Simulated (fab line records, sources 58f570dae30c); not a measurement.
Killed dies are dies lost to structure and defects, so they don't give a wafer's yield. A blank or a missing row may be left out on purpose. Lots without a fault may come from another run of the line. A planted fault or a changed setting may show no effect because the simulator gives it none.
A struck lot beside a sound one | flow berkeley_cmos170 | 14 steps out of a route of 331
Sound: wafers L344.1, L344.2, L344.3. Struck: wafers L337.2, L337.5, L337.6. The cause comes at the end.
At each step with rows: each side's tool, then ch and its chambers, then its first start. Under that, the readings that differ: sound wafers | struck wafers | difference of the means | sigmas: that difference in standard deviations of wafers without a fault.
alike: readings whose means differ by less than 2 such deviations, and words and numbers that are the same on both sides. not compared: withheld readings, readings that some wafer has no value for, bounds like >300 that may hide the same value, and numbers for which the record gives no deviation and whose values overlap.
The two part at a step that has a row with sigmas, a row that says differs or no value, or rows on one side only. Numbers that don't overlap but have no deviation are shown without sigmas and don't part them. A reading that every wafer of one side lacks parts them only if that side has two wafers or more.

first, 1 step without rows for these wafers: UCB170_NVT_IMPLANT_07.
UCB170_NVT_STRIP_08: strips in O2.
  sound on plasma_asher-01 ch 0,1, day 9 17:34; struck on plasma_asher-01 ch 0,1, day 8 16:20
  alike: chamber_pressure_mTorr, drypump_motor_current_A, oes_product_au, strip_time_to_endpoint_s
  not compared: rf_hours_counter_h
UCB170_NVT_TW_MEAS_09:
  sound on film_metro-02, day 9 17:40; struck on film_metro-01, day 8 16:27
  reading | sound       | struck      | difference | sigmas
  NVT_TW  | 535 533 534 | 524 523 526 | -10        | -2
then, 7 steps without rows for these wafers: UCB170_NVT_CLEAN_10 (cleans in SPM, time 600 s); UCB170_PVT_HMDS_00 (prime time 60 s); UCB170_PVT_COAT_01 (resist thk 900 nm); UCB170_PVT_SOFTBAKE_02 (time 60 s); UCB170_PVT_EXPOSE_03 (exposes mask NWELL, target cd 3000 nm); UCB170_PVT_PEB_04; UCB170_PVT_DEVELOP_05 (develop time 45 s).
UCB170_PVT_OVL_MEAS_06:
  sound on overlay-01, day 9 20:35; struck on overlay-01, day 8 20:29
  alike: PVT_OVL
then, 1 step without rows for these wafers: UCB170_PVT_IMPLANT_07.
UCB170_PVT_STRIP_08: strips in O2.
  sound on plasma_asher-03 ch 0,1, day 9 20:46; struck on plasma_asher-04 ch 0,1, day 8 20:40
  no value came back on the struck wafers for chamber_pressure_mTorr (mTorr), drypump_motor_current_A (A), oes_product_au (a.u.), strip_time_to_endpoint_s (s); on the sound wafers chamber_pressure_mTorr (mTorr) reads 3501 3503 3504
  reading                              | sound | struck            | difference | sigmas
  model.KrF_of_PVT_COAT_01.thk_nm (nm) | 0 0 0 | 884.6 888.8 887.7 | +887.0     |
  not compared: rf_hours_counter_h
UCB170_PVT_TW_MEAS_09:
  sound on film_metro-03, day 9 20:52; struck on film_metro-03, day 8 20:47
  alike: PVT_TW

WHERE THEY PART
First at UCB170_NVT_TW_MEAS_09; last, within this record, at UCB170_PVT_STRIP_08. Later steps at which nothing parts them and some readings are alike: UCB170_PVT_TW_MEAS_09.

WHY: what the simulator had put in
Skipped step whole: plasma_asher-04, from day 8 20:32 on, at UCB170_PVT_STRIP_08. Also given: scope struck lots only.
